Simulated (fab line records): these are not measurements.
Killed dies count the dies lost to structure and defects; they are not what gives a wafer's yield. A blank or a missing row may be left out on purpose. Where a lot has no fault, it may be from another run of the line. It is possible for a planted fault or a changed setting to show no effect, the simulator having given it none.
fab line records || flow rit-cmos
record: {"lots": 6, "wafers": 18, "last-day": 7}
route steps=202 shown ACTIVE@17 FOX1@20 FOX2@23 NWELL@28 M1@202
lots untouched by any fault: they come from a run of this same line in which no faults occurred
start-h: hours from the record's opening day to when the first of the lot's shown wafers began || wait-h: how many hours have passed since the lot's step before this one || " repeats the value in the row above || L1.1+2: a row that stands for several wafers || - no value, or no start was given || * or withheld: withheld || < > ~ a bound
route shown NAME@n: NAME is a module with steps in the file, n the number in the route of the first one || usual: mean and standard deviation over wafers with no fault || same: alike in all rows || chamber/n: place in a boat || sites: each site's reading || _std_site: their standard deviation || _edge_site: mean of outer sites minus mean of inner sites || radius-mm: how far each site lies from the wafer's centre || mask NAME#n: copy n || behind: the tool/chamber that last shaped the wafer || hold: what put the lot on hold/how long, in hours/how the hold closed || device: names the non-switching transistor (n, p or np) || end of line: tests run on the same wafers once the route is complete || a step given without rows: its recipe and nothing more || killed: at the first sort, the dies lost to defects and structure; wafer yield is something else || map: a wafer's dies, x killed, . not, _ none there
set.NAME: the setting as run; set.NAME@STEP: as run at that earlier step || model.NAME: the simulator's own value behind a step, which no gauge read
lots at selected steps of the route; one table per step, one row per wafer
== steps ==
step: RIT_ACTIVE_CLEAN_15
recipe: {"chemistry": "SC1", "mix": "3:3:50", "time-s": 600, "temp-c": 75}
step: RIT_ACTIVE_CLEAN_16
recipe: {"chemistry": "dHF", "dilution": "50:1", "time-s": 30}
step: RIT_ACTIVE_CLEAN_17
recipe: {"chemistry": "SC2", "mix": "3:3:50", "time-s": 600, "temp-c": 75, "dry": "n2-spin"}
step: RIT_FOX1_OXIDATION_00
recipe: {"temp-c": 1100, "ambient": "H2O", "target-thk-a": 3507, "p-h2o-torr": 720, "ox-time-s": 1130}
step: RIT_FOX1_THK_MEAS_01
recipe: {"reads": "SiO2_of_FOX1_OXIDATION_00"}
usual: {"FOX1_OXIDE_THK": "351/6.4"}
{"lot.wafer": "L125.1", "tool": "film-metro-04", "chamber": "-", "start-h": 34.66, "wait-h": 0.0, "FOX1_OXIDE_THK[nm]": 359}
{"lot.wafer": "L125.4", "tool": "film-metro-04", "chamber": "-", "start-h": 34.66, "wait-h": 0.0, "FOX1_OXIDE_THK[nm]": 355}
{"lot.wafer": "L125.5", "tool": "film-metro-04", "chamber": "-", "start-h": 34.66, "wait-h": 0.0, "FOX1_OXIDE_THK[nm]": 357}
{"lot.wafer": "L135.1", "tool": "film-metro-02", "chamber": "-", "start-h": 83.05, "wait-h": 0.0, "FOX1_OXIDE_THK[nm]": 343}
{"lot.wafer": "L135.5", "tool": "film-metro-02", "chamber": "-", "start-h": 83.05, "wait-h": 0.0, "FOX1_OXIDE_THK[nm]": 347}
{"lot.wafer": "L135.6", "tool": "film-metro-02", "chamber": "-", "start-h": 83.05, "wait-h": 0.0, "FOX1_OXIDE_THK[nm]": 344}
{"lot.wafer": "L136.1", "tool": "film-metro-02", "chamber": "-", "start-h": 88.34, "wait-h": 0.0, "FOX1_OXIDE_THK[nm]": 353}
{"lot.wafer": "L136.3", "tool": "film-metro-02", "chamber": "-", "start-h": 88.34, "wait-h": 0.0, "FOX1_OXIDE_THK[nm]": 361}
{"lot.wafer": "L136.4", "tool": "film-metro-02", "chamber": "-", "start-h": 88.34, "wait-h": 0.0, "FOX1_OXIDE_THK[nm]": 356}
{"lot.wafer": "L138.1", "tool": "film-metro-04", "chamber": "-", "start-h": 98.40, "wait-h": 0.0, "FOX1_OXIDE_THK[nm]": 343}
{"lot.wafer": "L138.3", "tool": "film-metro-04", "chamber": "-", "start-h": 98.40, "wait-h": 0.0, "FOX1_OXIDE_THK[nm]": 340}
{"lot.wafer": "L138.6", "tool": "film-metro-04", "chamber": "-", "start-h": 98.40, "wait-h": 0.0, "FOX1_OXIDE_THK[nm]": 338}
{"lot.wafer": "L140.2", "tool": "film-metro-04", "chamber": "-", "start-h": 107.68, "wait-h": 0.0, "FOX1_OXIDE_THK[nm]": 355}
{"lot.wafer": "L140.4", "tool": "film-metro-04", "chamber": "-", "start-h": 107.68, "wait-h": 0.0, "FOX1_OXIDE_THK[nm]": 357}
{"lot.wafer": "L140.6", "tool": "film-metro-04", "chamber": "-", "start-h": 107.68, "wait-h": 0.0, "FOX1_OXIDE_THK[nm]": 352}
{"lot.wafer": "L142.1", "tool": "film-metro-04", "chamber": "-", "start-h": 117.94, "wait-h": 0.0, "FOX1_OXIDE_THK[nm]": 353}
{"lot.wafer": "L142.4", "tool": "film-metro-04", "chamber": "-", "start-h": 117.94, "wait-h": 0.0, "FOX1_OXIDE_THK[nm]": 350}
{"lot.wafer": "L142.6", "tool": "film-metro-04", "chamber": "-", "start-h": 117.94, "wait-h": 0.0, "FOX1_OXIDE_THK[nm]": 352}
step: RIT_FOX1_WET_ETCH_02
recipe: {"chemistry": "BOE", "target-depth-nm": 350, "time-s": 390, "temp-c": 21.5, "dry": "n2-spin", "dilution": "10:1", "target": "SiO2"}
step: RIT_FOX2_OXIDATION_00
recipe: {"temp-c": 1100, "ambient": "H2O", "target-thk-a": 3507, "p-h2o-torr": 720, "ox-time-s": 1130}
step: RIT_FOX2_THK_MEAS_01
recipe: {"reads": "SiO2_of_FOX2_OXIDATION_00"}
usual: {"FOX2_OXIDE_THK": "350/6.5"}
{"lot.wafer": "L125.1", "tool": "film-metro-04", "chamber": "-", "start-h": 39.80, "wait-h": 0.0, "FOX2_OXIDE_THK[nm]": 350}
{"lot.wafer": "L125.4", "tool": "film-metro-04", "chamber": "-", "start-h": 39.80, "wait-h": 0.0, "FOX2_OXIDE_THK[nm]": 345}
{"lot.wafer": "L125.5", "tool": "film-metro-04", "chamber": "-", "start-h": 39.80, "wait-h": 0.0, "FOX2_OXIDE_THK[nm]": 345}
{"lot.wafer": "L135.1", "tool": "film-metro-03", "chamber": "-", "start-h": 84.63, "wait-h": 0.0, "FOX2_OXIDE_THK[nm]": 343}
{"lot.wafer": "L135.5", "tool": "film-metro-03", "chamber": "-", "start-h": 84.63, "wait-h": 0.0, "FOX2_OXIDE_THK[nm]": 344}
{"lot.wafer": "L135.6", "tool": "film-metro-03", "chamber": "-", "start-h": 84.63, "wait-h": 0.0, "FOX2_OXIDE_THK[nm]": 350}
{"lot.wafer": "L136.1", "tool": "film-metro-01", "chamber": "-", "start-h": 89.83, "wait-h": 0.0, "FOX2_OXIDE_THK[nm]": 350}
{"lot.wafer": "L136.3", "tool": "film-metro-01", "chamber": "-", "start-h": 89.83, "wait-h": 0.0, "FOX2_OXIDE_THK[nm]": 349}
{"lot.wafer": "L136.4", "tool": "film-metro-01", "chamber": "-", "start-h": 89.83, "wait-h": 0.0, "FOX2_OXIDE_THK[nm]": 350}
{"lot.wafer": "L138.1", "tool": "film-metro-04", "chamber": "-", "start-h": 99.89, "wait-h": 0.0, "FOX2_OXIDE_THK[nm]": 349}
{"lot.wafer": "L138.3", "tool": "film-metro-04", "chamber": "-", "start-h": 99.89, "wait-h": 0.0, "FOX2_OXIDE_THK[nm]": 353}
{"lot.wafer": "L138.6", "tool": "film-metro-04", "chamber": "-", "start-h": 99.89, "wait-h": 0.0, "FOX2_OXIDE_THK[nm]": 354}
{"lot.wafer": "L140.2", "tool": "film-metro-03", "chamber": "-", "start-h": 109.17, "wait-h": 0.0, "FOX2_OXIDE_THK[nm]": 350}
{"lot.wafer": "L140.4", "tool": "film-metro-03", "chamber": "-", "start-h": 109.17, "wait-h": 0.0, "FOX2_OXIDE_THK[nm]": 353}
{"lot.wafer": "L140.6", "tool": "film-metro-03", "chamber": "-", "start-h": 109.17, "wait-h": 0.0, "FOX2_OXIDE_THK[nm]": 355}
{"lot.wafer": "L142.1", "tool": "film-metro-03", "chamber": "-", "start-h": 119.44, "wait-h": 0.0, "FOX2_OXIDE_THK[nm]": 354}
{"lot.wafer": "L142.4", "tool": "film-metro-03", "chamber": "-", "start-h": 119.44, "wait-h": 0.0, "FOX2_OXIDE_THK[nm]": 355}
{"lot.wafer": "L142.6", "tool": "film-metro-03", "chamber": "-", "start-h": 119.44, "wait-h": 0.0, "FOX2_OXIDE_THK[nm]": 359}
step: RIT_FOX2_CLEAN_02
recipe: {"chemistry": "dHF", "dilution": "50:1", "time-s": 180}
step: RIT_FOX2_WET_ETCH_03
recipe: {"chemistry": "H3PO4", "target": "Si3N4", "target-depth-nm": 195, "temp-c": 165, "time-s": 2700}
step: RIT_FOX2_THK_MEAS_90
recipe: {"reads": "SiO2_of_FOX2_OXIDATION_00"}
usual: {"FIELD_OXIDE_LEFT_1_THK": "323/6.5"}
{"lot.wafer": "L125.1", "tool": "film-metro-04", "chamber": "-", "start-h": 40.68, "wait-h": 0.0, "FIELD_OXIDE_LEFT_1_THK[nm]": 323}
{"lot.wafer": "L125.4", "tool": "film-metro-04", "chamber": "-", "start-h": 40.68, "wait-h": 0.0, "FIELD_OXIDE_LEFT_1_THK[nm]": 318}
{"lot.wafer": "L125.5", "tool": "film-metro-04", "chamber": "-", "start-h": 40.68, "wait-h": 0.0, "FIELD_OXIDE_LEFT_1_THK[nm]": 318}
{"lot.wafer": "L135.1", "tool": "film-metro-04", "chamber": "-", "start-h": 85.57, "wait-h": 0.0, "FIELD_OXIDE_LEFT_1_THK[nm]": 317}
{"lot.wafer": "L135.5", "tool": "film-metro-04", "chamber": "-", "start-h": 85.57, "wait-h": 0.0, "FIELD_OXIDE_LEFT_1_THK[nm]": 317}
{"lot.wafer": "L135.6", "tool": "film-metro-04", "chamber": "-", "start-h": 85.57, "wait-h": 0.0, "FIELD_OXIDE_LEFT_1_THK[nm]": 323}
{"lot.wafer": "L136.1", "tool": "film-metro-04", "chamber": "-", "start-h": 91.47, "wait-h": 0.0, "FIELD_OXIDE_LEFT_1_THK[nm]": 322}
{"lot.wafer": "L136.3", "tool": "film-metro-04", "chamber": "-", "start-h": 91.47, "wait-h": 0.0, "FIELD_OXIDE_LEFT_1_THK[nm]": 322}
{"lot.wafer": "L136.4", "tool": "film-metro-04", "chamber": "-", "start-h": 91.47, "wait-h": 0.0, "FIELD_OXIDE_LEFT_1_THK[nm]": 322}
{"lot.wafer": "L138.1", "tool": "film-metro-03", "chamber": "-", "start-h": 100.77, "wait-h": 0.0, "FIELD_OXIDE_LEFT_1_THK[nm]": 322}
{"lot.wafer": "L138.3", "tool": "film-metro-03", "chamber": "-", "start-h": 100.77, "wait-h": 0.0, "FIELD_OXIDE_LEFT_1_THK[nm]": 326}
{"lot.wafer": "L138.6", "tool": "film-metro-03", "chamber": "-", "start-h": 100.77, "wait-h": 0.0, "FIELD_OXIDE_LEFT_1_THK[nm]": 327}
{"lot.wafer": "L140.2", "tool": "film-metro-04", "chamber": "-", "start-h": 110.05, "wait-h": 0.0, "FIELD_OXIDE_LEFT_1_THK[nm]": 322}
{"lot.wafer": "L140.4", "tool": "film-metro-04", "chamber": "-", "start-h": 110.05, "wait-h": 0.0, "FIELD_OXIDE_LEFT_1_THK[nm]": 326}
{"lot.wafer": "L140.6", "tool": "film-metro-04", "chamber": "-", "start-h": 110.05, "wait-h": 0.0, "FIELD_OXIDE_LEFT_1_THK[nm]": 328}
{"lot.wafer": "L142.1", "tool": "film-metro-03", "chamber": "-", "start-h": 120.31, "wait-h": 0.0, "FIELD_OXIDE_LEFT_1_THK[nm]": 327}
{"lot.wafer": "L142.4", "tool": "film-metro-03", "chamber": "-", "start-h": 120.31, "wait-h": 0.0, "FIELD_OXIDE_LEFT_1_THK[nm]": 328}
{"lot.wafer": "L142.6", "tool": "film-metro-03", "chamber": "-", "start-h": 120.31, "wait-h": 0.0, "FIELD_OXIDE_LEFT_1_THK[nm]": 331}
step: RIT_NWELL_HMDS_00
recipe: {"prime-time-s": 60, "prime-temp-c": 140}
step: RIT_NWELL_COAT_01
recipe: {"resist": "NOVOLAK", "spin-rpm": 2000, "resist-thk-nm": 1300}
usual: {"spin-speed-rpm": "2000.3/1.1"}
{"lot.wafer": "L125.1", "tool": "litho-track-03", "chamber": 0, "start-h": 40.89, "wait-h": 0.1, "spin-speed-rpm": 2000.3, "model.NOVOLAK_of_NWELL_COAT_01.thk-nm": 1303}
{"lot.wafer": "L125.4", "tool": "litho-track-03", "chamber": 0, "start-h": 40.89, "wait-h": 0.1, "spin-speed-rpm": 1999.5, "model.NOVOLAK_of_NWELL_COAT_01.thk-nm": 1300}
{"lot.wafer": "L125.5", "tool": "litho-track-03", "chamber": 0, "start-h": 40.89, "wait-h": 0.1, "spin-speed-rpm": 2000.7, "model.NOVOLAK_of_NWELL_COAT_01.thk-nm": 1302}
{"lot.wafer": "L135.1", "tool": "litho-track-03", "chamber": 0, "start-h": 85.78, "wait-h": 0.1, "spin-speed-rpm": 1440.1, "model.NOVOLAK_of_NWELL_COAT_01.thk-nm": 1535}
{"lot.wafer": "L135.5", "tool": "litho-track-03", "chamber": 0, "start-h": 85.78, "wait-h": 0.1, "spin-speed-rpm": 1438.6, "model.NOVOLAK_of_NWELL_COAT_01.thk-nm": 1543}
{"lot.wafer": "L135.6", "tool": "litho-track-03", "chamber": 0, "start-h": 85.78, "wait-h": 0.1, "spin-speed-rpm": 1438.5, "model.NOVOLAK_of_NWELL_COAT_01.thk-nm": 1545}
{"lot.wafer": "L136.1", "tool": "litho-track-03", "chamber": 0, "start-h": 91.68, "wait-h": 0.1, "spin-speed-rpm": 1440.9, "model.NOVOLAK_of_NWELL_COAT_01.thk-nm": 1535}
{"lot.wafer": "L136.3", "tool": "litho-track-03", "chamber": 0, "start-h": 91.68, "wait-h": 0.1, "spin-speed-rpm": 1442.4, "model.NOVOLAK_of_NWELL_COAT_01.thk-nm": 1531}
{"lot.wafer": "L136.4", "tool": "litho-track-03", "chamber": 0, "start-h": 91.68, "wait-h": 0.1, "spin-speed-rpm": 1439.5, "model.NOVOLAK_of_NWELL_COAT_01.thk-nm": 1537}
{"lot.wafer": "L138.1", "tool": "litho-track-02", "chamber": 0, "start-h": 101.09, "wait-h": 0.1, "spin-speed-rpm": 1998.7, "model.NOVOLAK_of_NWELL_COAT_01.thk-nm": 1303}
{"lot.wafer": "L138.3", "tool": "litho-track-02", "chamber": 0, "start-h": 101.09, "wait-h": 0.1, "spin-speed-rpm": 1999.4, "model.NOVOLAK_of_NWELL_COAT_01.thk-nm": 1306}
{"lot.wafer": "L138.6", "tool": "litho-track-02", "chamber": 0, "start-h": 101.09, "wait-h": 0.1, "spin-speed-rpm": 2001.6, "model.NOVOLAK_of_NWELL_COAT_01.thk-nm": 1303}
{"lot.wafer": "L140.2", "tool": "litho-track-04", "chamber": 0, "start-h": 110.27, "wait-h": 0.1, "spin-speed-rpm": 2001.6, "model.NOVOLAK_of_NWELL_COAT_01.thk-nm": 1297}
{"lot.wafer": "L140.4", "tool": "litho-track-04", "chamber": 0, "start-h": 110.27, "wait-h": 0.1, "spin-speed-rpm": 2001.2, "model.NOVOLAK_of_NWELL_COAT_01.thk-nm": 1296}
{"lot.wafer": "L140.6", "tool": "litho-track-04", "chamber": 0, "start-h": 110.27, "wait-h": 0.1, "spin-speed-rpm": 1999.9, "model.NOVOLAK_of_NWELL_COAT_01.thk-nm": 1302}
{"lot.wafer": "L142.1", "tool": "litho-track-04", "chamber": 0, "start-h": 120.52, "wait-h": 0.1, "spin-speed-rpm": 2001.1, "model.NOVOLAK_of_NWELL_COAT_01.thk-nm": 1304}
{"lot.wafer": "L142.4", "tool": "litho-track-04", "chamber": 0, "start-h": 120.52, "wait-h": 0.1, "spin-speed-rpm": 2000.5, "model.NOVOLAK_of_NWELL_COAT_01.thk-nm": 1302}
{"lot.wafer": "L142.6", "tool": "litho-track-04", "chamber": 0, "start-h": 120.52, "wait-h": 0.1, "spin-speed-rpm": 2000.6, "model.NOVOLAK_of_NWELL_COAT_01.thk-nm": 1298}
step: RIT_NWELL_SOFTBAKE_02
recipe: {"resist": "NOVOLAK", "temp-c": 90, "time-s": 60}
step: RIT_NWELL_EXPOSE_03
recipe: {"mask-id": "M2", "na": 0.57, "target-cd-nm": 43900, "dose-mj": 250}
step: RIT_NWELL_PEB_04
recipe: {"resist": "NOVOLAK", "temp-c": "withheld", "time-s": "withheld"}
step: RIT_NWELL_DEVELOP_05
recipe: {"resist": "NOVOLAK", "develop-time-s": 68, "dev-temp-c": 23}
step: RIT_NWELL_OVL_MEAS_06
usual: {"NWELL_OVL": "0.7/1.5"}
{"lot.wafer": "L125.1", "tool": "overlay-01", "chamber": "-", "start-h": 41.63, "wait-h": "-", "NWELL_OVL[nm]": 2.5}
{"lot.wafer": "L125.4", "tool": "overlay-01", "chamber": "-", "start-h": 41.63, "wait-h": "-", "NWELL_OVL[nm]": 1.9}
{"lot.wafer": "L125.5", "tool": "overlay-01", "chamber": "-", "start-h": 41.63, "wait-h": "-", "NWELL_OVL[nm]": 2.2}
{"lot.wafer": "L135.1", "tool": "overlay-02", "chamber": "-", "start-h": 86.61, "wait-h": "-", "NWELL_OVL[nm]": 1.3}
{"lot.wafer": "L135.5", "tool": "overlay-02", "chamber": "-", "start-h": 86.61, "wait-h": "-", "NWELL_OVL[nm]": 2.2}
{"lot.wafer": "L135.6", "tool": "overlay-02", "chamber": "-", "start-h": 86.61, "wait-h": "-", "NWELL_OVL[nm]": 2.6}
{"lot.wafer": "L136.1", "tool": "overlay-01", "chamber": "-", "start-h": 92.53, "wait-h": "-", "NWELL_OVL[nm]": -0.2}
{"lot.wafer": "L136.3", "tool": "overlay-01", "chamber": "-", "start-h": 92.53, "wait-h": "-", "NWELL_OVL[nm]": -1.4}
{"lot.wafer": "L136.4", "tool": "overlay-01", "chamber": "-", "start-h": 92.53, "wait-h": "-", "NWELL_OVL[nm]": 0.3}
{"lot.wafer": "L138.1", "tool": "overlay-02", "chamber": "-", "start-h": 101.96, "wait-h": "-", "NWELL_OVL[nm]": 1.8}
{"lot.wafer": "L138.3", "tool": "overlay-02", "chamber": "-", "start-h": 101.96, "wait-h": "-", "NWELL_OVL[nm]": 1.8}
{"lot.wafer": "L138.6", "tool": "overlay-02", "chamber": "-", "start-h": 101.96, "wait-h": "-", "NWELL_OVL[nm]": 3.1}
{"lot.wafer": "L140.2", "tool": "overlay-01", "chamber": "-", "start-h": 110.98, "wait-h": "-", "NWELL_OVL[nm]": -0.2}
{"lot.wafer": "L140.4", "tool": "overlay-01", "chamber": "-", "start-h": 110.98, "wait-h": "-", "NWELL_OVL[nm]": 1.7}
{"lot.wafer": "L140.6", "tool": "overlay-01", "chamber": "-", "start-h": 110.98, "wait-h": "-", "NWELL_OVL[nm]": 0.7}
{"lot.wafer": "L142.1", "tool": "overlay-02", "chamber": "-", "start-h": 121.25, "wait-h": "-", "NWELL_OVL[nm]": -1.0}
{"lot.wafer": "L142.4", "tool": "overlay-02", "chamber": "-", "start-h": 121.25, "wait-h": "-", "NWELL_OVL[nm]": -0.1}
{"lot.wafer": "L142.6", "tool": "overlay-02", "chamber": "-", "start-h": 121.25, "wait-h": "-", "NWELL_OVL[nm]": 0.2}
step: RIT_NWELL_HARDBAKE_07
recipe: {"resist": "NOVOLAK", "temp-c": 140, "time-s": 120}
{"lot.wafer": "L125.1", "tool": "litho-track-02", "chamber": 0, "start-h": 41.66, "wait-h": 0.0, "model.NOVOLAK_of_NWELL_COAT_01.thk-nm": 1139}
{"lot.wafer": "L125.4", "tool": "litho-track-02", "chamber": 0, "start-h": 41.66, "wait-h": 0.0, "model.NOVOLAK_of_NWELL_COAT_01.thk-nm": 1137}
{"lot.wafer": "L125.5", "tool": "litho-track-02", "chamber": 0, "start-h": 41.66, "wait-h": 0.0, "model.NOVOLAK_of_NWELL_COAT_01.thk-nm": 1138}
{"lot.wafer": "L135.1", "tool": "litho-track-03", "chamber": 0, "start-h": 86.68, "wait-h": 0.1, "model.NOVOLAK_of_NWELL_COAT_01.thk-nm": 1339}
{"lot.wafer": "L135.5", "tool": "litho-track-03", "chamber": 0, "start-h": 86.68, "wait-h": 0.1, "model.NOVOLAK_of_NWELL_COAT_01.thk-nm": 1346}
{"lot.wafer": "L135.6", "tool": "litho-track-03", "chamber": 0, "start-h": 86.68, "wait-h": 0.1, "model.NOVOLAK_of_NWELL_COAT_01.thk-nm": 1348}
{"lot.wafer": "L136.1", "tool": "litho-track-04", "chamber": 0, "start-h": 92.57, "wait-h": 0.0, "model.NOVOLAK_of_NWELL_COAT_01.thk-nm": 1339}
{"lot.wafer": "L136.3", "tool": "litho-track-04", "chamber": 0, "start-h": 92.57, "wait-h": 0.0, "model.NOVOLAK_of_NWELL_COAT_01.thk-nm": 1336}
{"lot.wafer": "L136.4", "tool": "litho-track-04", "chamber": 0, "start-h": 92.57, "wait-h": 0.0, "model.NOVOLAK_of_NWELL_COAT_01.thk-nm": 1341}
{"lot.wafer": "L138.1+6", "tool": "litho-track-02", "chamber": 0, "start-h": 101.99, "wait-h": 0.0, "model.NOVOLAK_of_NWELL_COAT_01.thk-nm": 1140}
{"lot.wafer": "L138.3", "tool": "litho-track-02", "chamber": 0, "start-h": 101.99, "wait-h": 0.0, "model.NOVOLAK_of_NWELL_COAT_01.thk-nm": 1142}
{"lot.wafer": "L140.2", "tool": "litho-track-03", "chamber": 0, "start-h": 111.05, "wait-h": 0.1, "model.NOVOLAK_of_NWELL_COAT_01.thk-nm": 1135}
{"lot.wafer": "L140.4", "tool": "litho-track-03", "chamber": 0, "start-h": 111.05, "wait-h": 0.1, "model.NOVOLAK_of_NWELL_COAT_01.thk-nm": 1134}
{"lot.wafer": "L140.6", "tool": "litho-track-03", "chamber": 0, "start-h": 111.05, "wait-h": 0.1, "model.NOVOLAK_of_NWELL_COAT_01.thk-nm": 1139}
{"lot.wafer": "L142.1", "tool": "litho-track-03", "chamber": 0, "start-h": 121.43, "wait-h": 0.2, "model.NOVOLAK_of_NWELL_COAT_01.thk-nm": 1140}
{"lot.wafer": "L142.4", "tool": "litho-track-03", "chamber": 0, "start-h": 121.43, "wait-h": 0.2, "model.NOVOLAK_of_NWELL_COAT_01.thk-nm": 1138}
{"lot.wafer": "L142.6", "tool": "litho-track-03", "chamber": 0, "start-h": 121.43, "wait-h": 0.2, "model.NOVOLAK_of_NWELL_COAT_01.thk-nm": 1135}
step: RIT_NWELL_IMPLANT_08
recipe: {"species": "P", "energy-kev": 170, "dose-cm2": 5e+13, "tilt-deg": 7}
step: RIT_M1_PROBE_99
usual: {"killed-at-front-end": "6.3/2.7", "killed-dies": "6.4/2.7", "killed-open": "3.3/2", "killed-short": "3/1.8"}
same: {"gross-dies": 264, "killed_at_M0_to_M3": 0, "killed_at_M4_up": 0, "killed-at-back-side": 0, "killed-at-contacts": 0, "killed-at-other": 0}
{"lot.wafer": "L125.1", "tool": "prober-02", "chamber": "-", "start-h": 78.91, "wait-h": 0.1, "killed-at-front-end": 7, "killed-dies": 7, "killed-open": 5, "killed-short": 2}
{"lot.wafer": "L125.4", "tool": "prober-02", "chamber": "-", "start-h": 79.06, "wait-h": 0.2, "killed-at-front-end": 5, "killed-dies": 5, "killed-open": 4, "killed-short": 1}
{"lot.wafer": "L125.5", "tool": "prober-02", "chamber": "-", "start-h": 79.11, "wait-h": 0.2, "killed-at-front-end": 4, "killed-dies": 4, "killed-open": 1, "killed-short": 3}
{"lot.wafer": "L135.1", "tool": "prober-01", "chamber": "-", "start-h": 126.46, "wait-h": 0.1, "killed-at-front-end": 11, "killed-dies": 11, "killed-open": 7, "killed-short": 4}
{"lot.wafer": "L135.5", "tool": "prober-01", "chamber": "-", "start-h": 126.66, "wait-h": 0.2, "killed-at-front-end": 6, "killed-dies": 6, "killed-open": 2, "killed-short": 4}
{"lot.wafer": "L135.6", "tool": "prober-01", "chamber": "-", "start-h": 126.71, "wait-h": 0.2, "killed-at-front-end": 4, "killed-dies": 4, "killed-open": 2, "killed-short": 2}
{"lot.wafer": "L136.1", "tool": "prober-02", "chamber": "-", "start-h": 130.12, "wait-h": 0.1, "killed-at-front-end": 5, "killed-dies": 5, "killed-open": 3, "killed-short": 2}
{"lot.wafer": "L136.3", "tool": "prober-02", "chamber": "-", "start-h": 130.22, "wait-h": 0.2, "killed-at-front-end": 5, "killed-dies": 5, "killed-open": 2, "killed-short": 3}
{"lot.wafer": "L136.4", "tool": "prober-02", "chamber": "-", "start-h": 130.27, "wait-h": 0.2, "killed-at-front-end": 6, "killed-dies": 6, "killed-open": 4, "killed-short": 2}
{"lot.wafer": "L138.1", "tool": "prober-02", "chamber": "-", "start-h": 139.75, "wait-h": 0.1, "killed-at-front-end": 6, "killed-dies": 6, "killed-open": 4, "killed-short": 2}
{"lot.wafer": "L138.3", "tool": "prober-02", "chamber": "-", "start-h": 139.85, "wait-h": 0.2, "killed-at-front-end": 9, "killed-dies": 9, "killed-open": 6, "killed-short": 3}
{"lot.wafer": "L138.6", "tool": "prober-02", "chamber": "-", "start-h": 140.00, "wait-h": 0.2, "killed-at-front-end": 7, "killed-dies": 7, "killed-open": 4, "killed-short": 3}
{"lot.wafer": "L140.2", "tool": "prober-02", "chamber": "-", "start-h": 150.68, "wait-h": 0.1, "killed-at-front-end": 5, "killed-dies": 5, "killed-open": 3, "killed-short": 2}
{"lot.wafer": "L140.4", "tool": "prober-02", "chamber": "-", "start-h": 150.78, "wait-h": 0.2, "killed-at-front-end": 6, "killed-dies": 6, "killed-open": 2, "killed-short": 4}
{"lot.wafer": "L140.6", "tool": "prober-02", "chamber": "-", "start-h": 150.88, "wait-h": 0.2, "killed-at-front-end": 6, "killed-dies": 6, "killed-open": 3, "killed-short": 3}
{"lot.wafer": "L142.1", "tool": "prober-02", "chamber": "-", "start-h": 159.73, "wait-h": 0.1, "killed-at-front-end": 1, "killed-dies": 1, "killed-open": 1, "killed-short": 0}
{"lot.wafer": "L142.4", "tool": "prober-02", "chamber": "-", "start-h": 159.88, "wait-h": 0.2, "killed-at-front-end": 7, "killed-dies": 7, "killed-open": 3, "killed-short": 4}
{"lot.wafer": "L142.6", "tool": "prober-02", "chamber": "-", "start-h": 159.98, "wait-h": 0.2, "killed-at-front-end": 6, "killed-dies": 6, "killed-open": 2, "killed-short": 4}
killed by level:class
L125.1 REOX:geometric-particle:open=4 FOX1:geometric-particle:open=1 GATE:geometric-particle:short=1 REOX:geometric-particle:short=1
L125.4 REOX:geometric-particle:open=3 FOX1:geometric-particle:open=1 FOX2:geometric-particle:short=1
L125.5 REOX:geometric-particle:short=2 FOX1:geometric-particle:open=1 SILICIDE:geometric-particle:short=1
L135.1 SPACER:geometric-particle:open=5 GATE:geometric-particle:short=3 GATE:geometric-particle:open=2 SPACER:geometric-particle:short=1
L135.5 SPACER:geometric-particle:short=2 GATE:geometric-particle:open=1 GATE:geometric-particle:short=1 REOX:geometric-particle:short=1 REOX:geometric-particle:open=1
L135.6 FOX2:geometric-particle:open=1 FOX2:geometric-particle:short=1 GATE:geometric-particle:open=1 GATE:geometric-particle:short=1
L136.1 FOX1:geometric-particle:open=1 FOX2:geometric-particle:short=1 GATE:geometric-particle:open=1 REOX:geometric-particle:open=1 SPACER:geometric-particle:short=1
L136.3 FOX1:geometric-particle:short=1 GATE:geometric-particle:short=1 GATE:geometric-particle:open=1 REOX:geometric-particle:open=1 SILICIDE:geometric-particle:short=1
L136.4 GATE:geometric-particle:open=2 FOX1:geometric-particle:open=1 FOX2:geometric-particle:open=1 FOX2:geometric-particle:short=1 REOX:geometric-particle:short=1
L138.1 FOX2:geometric-particle:open=1 GATE:geometric-particle:short=1 GATE:geometric-particle:open=1 SPACER:geometric-particle:open=1 SPACER:geometric-particle:short=1 SILICIDE:geometric-particle:open=1
L138.3 GATE:geometric-particle:short=3 FOX1:geometric-particle:open=2 GATE:geometric-particle:open=2 SPACER:geometric-particle:open=1 SILICIDE:geometric-particle:open=1
L138.6 FOX1:geometric-particle:open=2 GATE:geometric-particle:open=2 FOX2:geometric-particle:short=1 GATE:geometric-particle:short=1 SILICIDE:geometric-particle:short=1
L140.2 FOX1:geometric-particle:short=1 GATE:geometric-particle:open=1 REOX:geometric-particle:short=1 SPACER:geometric-particle:open=1 SILICIDE:geometric-particle:open=1
L140.4 REOX:geometric-particle:short=2 FOX1:geometric-particle:open=1 GATE:geometric-particle:open=1 SPACER:geometric-particle:short=1 SILICIDE:geometric-particle:short=1
L140.6 GATE:geometric-particle:short=2 FOX1:geometric-particle:open=1 GATE:geometric-particle:open=1 REOX:geometric-particle:short=1 SILICIDE:geometric-particle:open=1
L142.1 GATE:geometric-particle:open=1
L142.4 GATE:geometric-particle:short=2 FOX1:geometric-particle:open=1 REOX:geometric-particle:short=1 SPACER:geometric-particle:open=1 SPACER:geometric-particle:short=1 SILICIDE:geometric-particle:open=1
L142.6 SPACER:geometric-particle:short=2 FOX2:geometric-particle:short=1 GATE:geometric-particle:open=1 REOX:geometric-particle:open=1 REOX:geometric-particle:short=1
== key ==
first-sign: {"step": "RIT_NWELL_COAT_01", "reading": "spin-speed-rpm", "direction": "down", "sigmas": "99+", "usual": 2000.3, "struck": 1440.0}
effect none on later readings
model-effect: {"step": "RIT_NWELL_COAT_01", "value": "NOVOLAK_of_NWELL_COAT_01.thk-nm", "without": 1304, "struck": 1538}
model-effect: {"step": "RIT_NWELL_HARDBAKE_07", "value": "NOVOLAK_of_NWELL_COAT_01.thk-nm", "without": 1141, "struck": 1341}
met-at RIT_NWELL_COAT_01
struck-wafers L135.1,L135.5,L135.6,L136.1,L136.3,L136.4
tester-left-out L135,L136
onset-between 40.89 85.78
fault: {"kind": "process-parameter-drift", "tool": "litho-track-03", "chamber": "-", "onset-h": 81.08, "steps": "RIT_NWELL_COAT_01", "channel": "spin-rpm", "offset": -560.65, "shape": "step", "end-h": 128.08, "acts-in": "these-recipes-only", "stated": 2000}
tester-left-out: of these lots the tester's yield and bins aren't shown, on N5 and GAA mostly nor the transistor test; their killed dies are dies lost to structure and defects alone, not to doping, threshold or leakage, so they don't give the yield
